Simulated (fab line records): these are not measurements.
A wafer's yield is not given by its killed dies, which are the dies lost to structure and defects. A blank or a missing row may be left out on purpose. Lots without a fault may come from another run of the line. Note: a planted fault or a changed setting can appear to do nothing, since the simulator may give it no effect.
Split-lot experiment | flow berkeleyCmos170 | 5 lots, 23 wafers read, on a route of 331 steps

THE SPLIT ITSELF
At UCB170_PLDD_EXPOSE_03 (exposes mask PSELECT, target cd 1200 nm), the setting doseMj was moved away from the recipe's 30 on 7 of the 23 wafers read, by -5.4% to +6.8%. For the rest of the wafers, this setting stayed at what the recipe calls for.

FROM THE SPLIT TO THE READING: what the file shows between them, 2 steps
- UCB170_PLDD_PEB_04
- UCB170_PLDD_DEVELOP_05: develop time 45 s

THE READING
Shown in nm: cdNm at UCB170_PLDD_CD_MEAS_06, with target cd 1200 nm. Typical for fault-free wafers on this fab line: 1200.2 nm, with standard deviation 1.4 nm.

wafer  | tool, chamber at the split | doseMj as run | against the recipe | cdNm, nm | against lot-mates on the recipe
L078.1 | krfScanner-02, 0           | 30            | recipe             | 1200.1   | -
L078.2 | krfScanner-02, 0           | 32.05         | +6.8%              | 1212.8   | +12.1
L078.3 | krfScanner-02, 0           | 30            | recipe             | 1201.2   | -
L078.5 | krfScanner-02, 0           | 32.05         | +6.8%              | 1213.9   | +13.2
L078.6 | krfScanner-02, 0           | 30            | recipe             | 1200.8   | -
L077.1 | krfScanner-02, 0           | 30            | recipe             | 1201.8   | -
L077.2 | krfScanner-02, 0           | 30            | recipe             | 1201.4   | -
L077.3 | krfScanner-02, 0           | 30            | recipe             | 1203.1   | -
L079.1 | krfScanner-02, 0           | 30            | recipe             | 1201.7   | -
L079.3 | krfScanner-02, 0           | 30            | recipe             | 1201.2   | -
L079.4 | krfScanner-02, 0           | 30            | recipe             | 1201.3   | -
L079.5 | krfScanner-02, 0           | 30            | recipe             | 1202.0   | -
L079.6 | krfScanner-02, 0           | 30            | recipe             | 1200.5   | -
L081.1 | krfScanner-01, 0           | 30            | recipe             | 1200.0   | -
L081.2 | krfScanner-01, 0           | 30            | recipe             | 1200.3   | -
L081.3 | krfScanner-01, 0           | 31.25         | +4.2%              | 1206.3   | +6.4
L081.5 | krfScanner-01, 0           | 30            | recipe             | 1199.5   | -
L081.6 | krfScanner-01, 0           | 31.25         | +4.2%              | 1206.8   | +6.9
L080.1 | krfScanner-02, 0           | 28.39         | -5.4%              | 1188.6   | -11.2
L080.2 | krfScanner-02, 0           | 28.39         | -5.4%              | 1188.9   | -10.9
L080.4 | krfScanner-02, 0           | 28.39         | -5.4%              | 1189.8   | -10.0
L080.5 | krfScanner-02, 0           | 30            | recipe             | 1200.0   | -
L080.6 | krfScanner-02, 0           | 30            | recipe             | 1199.6   | -

FIT RESULTS
A straight line over all 23 wafers: cdNm changes by +1.91 nm for each +1% of doseMj; r = +0.98; the points scatter about the line by 1.2 nm.
The same after taking each lot's own level away (the mean of its wafers on the recipe; 23 wafers): +1.87 nm for each +1%; r = +0.99; scatter 0.64 nm.
Per that fit: largest doseMj move, reading shift of 13 nm.
Measured against the standard deviation above, the lots' own levels, which go from 1199.80 to 1202.10 nm, span 1.6 times it.
So the lot-to-lot level changes the slope little: the two slopes agree.
Check: with one of the wafers moved furthest among these (+6.8%) left out of the fit, the line predicts +12.7 nm for it against its lot-mates. It came out at +12.1 nm against them.

OTHER SPLITS APPLIED TO THESE WAFERS
Note: prior to the reading, these wafers also went through further splits. Each is held against what the fit with the lots' levels taken away leaves over:
other split on the same wafers    | wafers away from the commonest value | r with cdNm (lot level and that fit taken away)
UCB170_FIELD_OXIDATION_01 oxTimeS | 18                                   | -0.18
UCB170_FIELD_WET_ETCH_06 timeS    | 18                                   | -0.31
UCB170_NVT_COAT_01 resistThkNm    | 11                                   | +0.03
UCB170_PVT_IMPLANT_07 energyKev   | 9                                    | -0.05
UCB170_GATE_COAT_07 spinRpm       | 8                                    | +0.14

THE FILE'S OWN FIT
cdNm changes by +1.85 nm for each +1% of doseMj, r = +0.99.
